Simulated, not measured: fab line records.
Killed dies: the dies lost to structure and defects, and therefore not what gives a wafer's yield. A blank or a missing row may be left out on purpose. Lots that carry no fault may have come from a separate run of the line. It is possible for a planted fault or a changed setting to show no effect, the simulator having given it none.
Which tool was responsible? | flow rit-cmos | 18 wafers sampled from 6 lots at 1 step of a route of 202

WHAT THE GAUGES READ, wafer by wafer
RIT_GATE_CD_MEAS_16: target cd 150 nm.
lot  | measured    | on        | cd-nm (nm)
L144 | day 3 01:11 | cd-sem-02 | 148.4 149.4 150.4
L146 | day 3 12:21 | cd-sem-01 | 149.2 152.2 150.0
L148 | day 4 03:13 | cd-sem-01 | 149.5 151.3 149.4
L152 | day 4 18:58 | cd-sem-02 | 147.5 148.5 146.8
L159 | day 6 00:22 | cd-sem-02 | 151.0 151.3 152.8
L163 | day 6 20:08 | cd-sem-02 | 150.7 151.5 148.7

TOOL THAT RAN EACH LOT (tool first, then ch and the chambers of the sampled wafers, then the start)
No process step before these readings appears in the record.

THE ANSWER, worked out from the rows above alone
Rule: usual is defined by the lots themselves. The widest of any qualifying gaps counts: lots, ordered by their means at a reading, are off when they make up no more than a third of the lots, leave a main group of 4 or more, and stand apart from it by 3 or more times the standard deviation of that group's means. Not used: any main group whose means are identical at the precision the tables above print for the reading. A lot without any number at a reading at which 4 lots or more have one is off too. Where the step has rows for the other lots, those lots are counted as sound.
No lot is off at any reading shown: from this, nothing can be told.

WHAT THE SIMULATOR HAD INSERTED
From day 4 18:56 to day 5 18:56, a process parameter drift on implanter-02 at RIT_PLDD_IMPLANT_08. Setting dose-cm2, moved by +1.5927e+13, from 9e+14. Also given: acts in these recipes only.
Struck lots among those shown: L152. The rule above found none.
